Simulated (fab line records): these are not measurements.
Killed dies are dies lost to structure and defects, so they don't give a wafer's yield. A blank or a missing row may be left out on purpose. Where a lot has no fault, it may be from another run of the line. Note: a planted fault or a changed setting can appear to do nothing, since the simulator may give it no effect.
Chamber matching    flow rit_cmos    RIT_SPACER_ETCHBACK_05 on rie_diel-01: 4 sister chambers
The step etches Si3N4 in SF6/CHF3, stops on SiO2, target depth 250 nm, time 240 s. 4 wafers are shown with their chamber, then 7 later ones without.

WAFERS WITH THEIR CHAMBER
wafer   chamber  throttle_valve_pct (%)
L595.6  2        10.23
L597.6  3        10.64
L598.2  0        10.59
L598.3  1        10.32

WAFERS WHOSE CHAMBER IS MISSING
wafer   throttle_valve_pct (%)
L598.5  10.62
L608.2  10.26
L608.3  10.31
L608.4  10.59
L610.2  10.63
L610.5  10.59
L610.6  10.61

EACH ONE'S CHAMBER
wafer   from the rows above      in truth
L598.5  can't be placed: 3 or 0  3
L608.2  can't be placed: 2 or 1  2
L608.3  1                        1
L608.4  0                        0
L610.2  can't be placed: 3 or 0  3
L610.5  0                        0
L610.6  can't be placed: 0 or 3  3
Correct placement for 3 of the 7. Cannot be placed on the basis of these rows: 4; the candidates contain the true chamber in 4. Placed wrongly: 0.
How it was worked out, from the rows above alone: a wafer's distance from a chamber is the root of the sum, over the readings, of the square of ((its reading less the chamber's mean) divided by the reading's scatter). If the next closest chamber is less than 2 further off than the closest, the wafer can't be placed; otherwise it belongs to the closest. A chamber's mean is the mean of its shown wafers. The scatter: root of mean squared gap, hidden wafer to nearest shown wafer, with one shown wafer a chamber.
